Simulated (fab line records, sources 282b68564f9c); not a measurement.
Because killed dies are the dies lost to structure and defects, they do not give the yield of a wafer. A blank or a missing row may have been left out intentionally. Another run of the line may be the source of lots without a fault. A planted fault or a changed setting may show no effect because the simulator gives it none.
Which of the tools did it?	flow rit cmos	13 lots with 39 wafers sampled at 2 steps, on a route of 202 steps

## WHAT THE GAUGES READ, wafer by wafer
RIT_ACTIVE_THK_MEAS_04. Usual: for ACTIVE_NITRIDE_THK the level is 149.9 nm and the standard deviation is 1.5.
lot	measured	on	ACTIVE_NITRIDE_THK (nm)	flag
L170	day 1 14:16	film metro-02	150.1 151.6 151.4	
L171	day 1 20:37	film metro-03	152.3 152.8 153.2	
L172	day 1 23:41	film metro-02	149.9 149.8 150.1	
L174	day 2 09:35	film metro-02	148.5 147.6 147.1	
L175	day 2 14:32	film metro-02	147.3 148.0 148.8	
L177	day 3 00:37	film metro-03	149.5 148.9 148.6	
L180	day 3 17:01	film metro-02	121.4 121.5 120.7	OFF
L184	day 4 12:55	film metro-03	150.6 150.7 150.2	
L185	day 4 16:32	film metro-03	149.9 149.5 150.0	
L186	day 4 22:06	film metro-01	147.9 148.6 147.4	
L187	day 5 03:27	film metro-03	151.0 150.8 150.6	
L189	day 5 12:32	film metro-01	147.3 149.2 148.5	
L191	day 5 23:16	film metro-03	149.1 150.2 149.2	

## TOOL THAT RAN EACH LOT (tool first, then ch and the chambers of the sampled wafers, then the start)
lot	RIT_ACTIVE_CVD_03
L170	lpcvd-02 ch 0, day 1 12:07
L171	lpcvd-01 ch 1, day 1 19:11
L172	lpcvd-01 ch 1, day 1 22:16
L174	lpcvd-01 ch 1, day 2 08:10
L175	lpcvd-01 ch 0, day 2 13:07
L177	lpcvd-01 ch 1, day 2 23:11
L180	lpcvd-02 ch 0, day 3 15:35
L184	lpcvd-01 ch 0, day 4 11:29
L185	lpcvd-01 ch 0, day 4 15:07
L186	lpcvd-01 ch 0, day 4 20:40
L187	lpcvd-01 ch 0, day 5 01:19
L189	lpcvd-01 ch 1, day 5 11:07
L191	lpcvd-01 ch 0, day 5 21:52
- RIT_ACTIVE_CVD_03: deposits Si3N4 from SiH2Cl2/NH3, target thk 150 nm, time 1500 s.

## WHAT THE TOOLS THEMSELVES READ (means of the sampled wafers that have a number; where no wafer has one, the mark that the record gives instead)
RIT_ACTIVE_CVD_03. Usual: pressure mtorr 300.1 mTorr, standard deviation 0.61; spike tc centre C 812.6 C, standard deviation 2; spike tc source C 833.8 C, standard deviation 2.8; susceptor temp C 809.9 C, standard deviation 0.37.
lot	tool	pressure mtorr (mTorr)	spike tc centre C (C)	spike tc source C (C)	susceptor temp C (C)	flag
L170	lpcvd-02	300.7	815.2	830.6	810.3	
L171	lpcvd-01	300.8	811.1	836.7	810.5	
L172	lpcvd-01	299.2	810.7	836.4	809.6	
L174	lpcvd-01	300.4	810.2	836.5	810.0	
L175	lpcvd-01	300.1	814.3	833.9	809.8	
L177	lpcvd-01	300.4	810.1	837.4	810.0	
L180	lpcvd-02	150.1	815.3	829.7	810.1	OFF
L184	lpcvd-01	300.3	813.7	833.7	809.2	
L185	lpcvd-01	300.7	813.8	833.3	809.6	
L186	lpcvd-01	299.8	813.0	833.4	809.7	
L187	lpcvd-01	300.1	812.9	833.3	809.3	
L189	lpcvd-01	300.2	811.0	836.8	810.0	
L191	lpcvd-01	299.9	813.1	835.0	810.3	

## THE ANSWER, worked out from the rows above alone
Rule: take the mean of a lot's wafers that have a number; if it is more than 3 standard deviations from the usual mean, the lot is off. A lot without any number at a reading at which 4 lots or more have one is off too. The other lots that the step has rows for count as sound. After the gauges, taken in route order, come the tools' own readings; for these a lot's mean is taken, as printed above. At the first step where some lot is off, the reading lying furthest off is the one used; lots without a number count as furthest.
Off: L180, seen at RIT_ACTIVE_THK_MEAS_04 (ACTIVE_NITRIDE_THK).
A tool fits if, at a process step before that reading, it ran every lot that is off, and no sound lot after the first of them. The gauges at RIT_ACTIVE_THK_MEAS_04 aren't tried: what is off there is off at RIT_ACTIVE_CVD_03 too, on other tools, and a gauge's error can't cause that. One fits: lpcvd-02 at RIT_ACTIVE_CVD_03. A fault onset in the window from L170 (day 1 12:07, its last sound lot) to L180 (day 3 15:35, its first lot off) fits.
The tool's own readings at RIT_ACTIVE_CVD_03 bear it out: on the lots that are off they differ by more than 5 times the standard deviation of the sound lots' means. pressure mtorr reads 150.1 mTorr there against 300.2 mTorr on the sound lots.

## WHAT THE SIMULATOR PUT IN
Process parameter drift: lpcvd-02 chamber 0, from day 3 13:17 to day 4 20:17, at RIT_ACTIVE_CVD_03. A move of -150 in setting pressure mtorr, from 300. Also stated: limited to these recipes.
Lots struck among those shown: L180. Same finding as the rule above.
